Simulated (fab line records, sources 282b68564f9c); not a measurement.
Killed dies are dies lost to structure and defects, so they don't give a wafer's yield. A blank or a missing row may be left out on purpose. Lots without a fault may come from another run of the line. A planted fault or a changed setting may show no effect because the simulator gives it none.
A struck lot beside a sound one | flow rit_cmos | 44 steps out of a route of 202
Sound: wafers L830.2, L830.4, L830.6. Struck: wafers L842.1, L842.2, L842.6. The cause comes at the end.
At each step with rows: each side's tool, then ch and its chambers, then its first start. Under that, the readings that differ: sound wafers | struck wafers | difference of the means | sigmas: that difference in standard deviations of wafers without a fault.
alike: readings whose means differ by less than 2 such deviations, and words and numbers that are the same on both sides. not compared: withheld readings, readings that some wafer has no value for, bounds like >300 that may hide the same value, and numbers for which the record gives no deviation and whose values overlap.
The two part at a step that has a row with sigmas, a row that says differs or no value, or rows on one side only. Numbers that don't overlap but have no deviation are shown without sigmas and don't part them. A reading that every wafer of one side lacks parts them only if that side has two wafers or more.

first, 1 step without rows for these wafers: RIT_ACTIVE_DEVELOP_10 (develop time 50 s).
RIT_ACTIVE_CD_MEAS_11: target cd 1400 nm.
  sound on cd_sem-02, day 1 20:10; struck on cd_sem-01, day 4 07:26
  alike: cd_nm
then, 1 step without rows for these wafers: RIT_ACTIVE_HARDBAKE_12 (time 60 s).
RIT_ACTIVE_ETCH_13: etches Si3N4 in SF6, stops on SiO2, time 210 s, target depth 210 nm.
  sound on rie_diel-02 ch 0,2,3, day 1 20:25; struck on rie_diel-02 ch 0,2,3, day 4 07:43
  alike: drypump_motor_current_A, oes_product_au, throttle_valve_pct
  not compared: rf_hours_counter_h
RIT_ACTIVE_STRIP_14: strips in O2, time 180 s.
  sound on plasma_asher-04 ch 0, day 1 20:34; struck on plasma_asher-04 ch 0,1, day 4 07:50
  alike: drypump_motor_current_A
  not compared: rf_hours_counter_h
RIT_ACTIVE_CD_MEAS_90: target cd 1400 nm.
  sound on cd_sem-01, day 1 20:45; struck on cd_sem-02, day 4 08:01
  alike: cd_nm
then, 4 steps without rows for these wafers: RIT_ACTIVE_CLEAN_15 (cleans in SC1, time 600 s); RIT_ACTIVE_CLEAN_16 (cleans in dHF, time 30 s); RIT_ACTIVE_CLEAN_17 (cleans in SC2, time 600 s); RIT_FOX1_OXIDATION_00 (target thk 350.7 nm, ox time 1130 s).
RIT_FOX1_THK_MEAS_01:
  sound on film_metro-01, day 1 22:32; struck on film_metro-01, day 4 11:20
  alike: FOX1_OXIDE_THK
then, 1 step without rows for these wafers: RIT_FOX1_WET_ETCH_02 (etches SiO2 in BOE, target depth 350 nm, time 390 s).
RIT_FOX2_OXIDATION_00: target thk 350.7 nm, ox time 1130 s.
  sound on furnace-02 ch 0, day 1 22:43; struck on furnace-01 ch 0, day 4 13:02
  alike: zone_power_centre_pct
RIT_FOX2_THK_MEAS_01:
  sound on film_metro-01, day 2 00:02; struck on film_metro-01, day 4 14:20
  reading             | sound       | struck      | difference | sigmas
  FOX2_OXIDE_THK (nm) | 350 353 349 | 539 520 525 | +177       | +30
RIT_FOX2_CLEAN_02: cleans in dHF, time 180 s.
  sound on wet_bench-02 ch 1, day 2 00:05; struck on wet_bench-01 ch 2, day 4 14:24
  reading                                     | sound             | struck            | difference | sigmas
  model.SiO2_of_FOX2_OXIDATION_00.thk_nm (nm) | 333.9 337.3 332.4 | 522.4 503.1 509.1 | +177.0     |
  model.Si3N4_of_ACTIVE_CVD_03.thk_nm (nm)    | 129.2 130.3 130.2 | 128.7 128.6 128.6 | -1.3       |
RIT_FOX2_WET_ETCH_03: etches Si3N4 in H3PO4, target depth 195 nm, time 2700 s.
  sound on wet_bench-04 ch 2, day 2 00:08; struck on wet_bench-04 ch 2, day 4 14:28
  reading                                     | sound             | struck            | difference | sigmas
  model.SiO2_of_FOX2_OXIDATION_00.thk_nm (nm) | 323.4 326.7 321.9 | 511.9 492.6 498.5 | +177.0     |
RIT_FOX2_THK_MEAS_90:
  sound on film_metro-01, day 2 00:55; struck on film_metro-03, day 4 15:58
  reading                     | sound       | struck      | difference | sigmas
  FIELD_OXIDE_LEFT_1_THK (nm) | 323 327 322 | 512 493 498 | +177       | +30
then, 6 steps without rows for these wafers: RIT_NWELL_HMDS_00 (prime time 60 s); RIT_NWELL_COAT_01 (resist thk 1300 nm); RIT_NWELL_SOFTBAKE_02 (time 60 s); RIT_NWELL_EXPOSE_03 (exposes mask M2, target cd 43900 nm); RIT_NWELL_PEB_04; RIT_NWELL_DEVELOP_05 (develop time 68 s).
RIT_NWELL_OVL_MEAS_06:
  sound on overlay-02, day 2 01:58; struck on overlay-01, day 4 17:10
  alike: NWELL_OVL
then, 2 steps without rows for these wafers: RIT_NWELL_HARDBAKE_07 (time 120 s); RIT_NWELL_IMPLANT_08.
RIT_NWELL_STRIP_09: strips in O2, time 180 s.
  sound on plasma_asher-04 ch 0,1, day 2 02:24; struck on plasma_asher-02 ch 0,1, day 4 17:39
  reading                     | sound       | struck      | difference | sigmas
  drypump_motor_current_A (A) | 4.8 5.2 5.2 | 6.5 5.7 6.5 | +1.2       | +2
  not compared: rf_hours_counter_h
RIT_NWELL_TW_MEAS_10:
  sound on film_metro-02, day 2 02:35; struck on film_metro-01, day 4 17:49
  reading  | sound          | struck         | difference | sigmas
  NWELL_TW | 2159 2151 2177 | 2119 2113 2109 | -49        | -2
then, 6 steps without rows for these wafers: RIT_PWELL_HMDS_00 (prime time 60 s); RIT_PWELL_COAT_01 (resist thk 1300 nm); RIT_PWELL_SOFTBAKE_02 (time 60 s); RIT_PWELL_EXPOSE_03 (exposes mask M3, target cd 43700 nm); RIT_PWELL_PEB_04; RIT_PWELL_DEVELOP_05 (develop time 68 s).
RIT_PWELL_OVL_MEAS_06:
  sound on overlay-01, day 2 03:39; struck on overlay-02, day 4 19:08
  alike: PWELL_OVL
then, 2 steps without rows for these wafers: RIT_PWELL_HARDBAKE_07 (time 120 s); RIT_PWELL_IMPLANT_08.
RIT_PWELL_STRIP_09: strips in O2, time 180 s.
  sound on plasma_asher-03 ch 0,1, day 2 04:05; struck on plasma_asher-04 ch 0,1, day 4 19:35
  alike: drypump_motor_current_A
  not compared: rf_hours_counter_h
RIT_PWELL_TW_MEAS_10:
  sound on film_metro-02, day 2 04:16; struck on film_metro-04, day 4 19:46
  alike: PWELL_TW
then, 1 step without rows for these wafers: RIT_WELLDRIVE_ANNEAL_00 (time 14700 s).
RIT_WELLDRIVE_RS_MEAS_01: measures by four-point-probe.
  sound on film_metro-04, day 2 09:25; struck on film_metro-02, day 5 00:54
  alike: NWELL_RS
RIT_WELLDRIVE_RS_MEAS_02: measures by four-point-probe.
  sound on film_metro-04, day 2 09:32; struck on film_metro-02, day 5 01:10
  alike: PWELL_RS
RIT_FOX2_THK_MEAS_91:
  sound on film_metro-02, day 2 13:28; struck on film_metro-02, day 5 05:40
  reading                     | sound       | struck      | difference | sigmas
  FIELD_OXIDE_LEFT_2_THK (nm) | 255 259 254 | 445 426 431 | +178       | +29
RIT_M1_PROBE_99:
  the record has rows for the struck wafers here (prober-02, day 6 08:52) and none for the sound ones

WHERE THEY PART
First at RIT_FOX2_THK_MEAS_01; last, within this record, at RIT_M1_PROBE_99.

WHY: what the simulator had put in
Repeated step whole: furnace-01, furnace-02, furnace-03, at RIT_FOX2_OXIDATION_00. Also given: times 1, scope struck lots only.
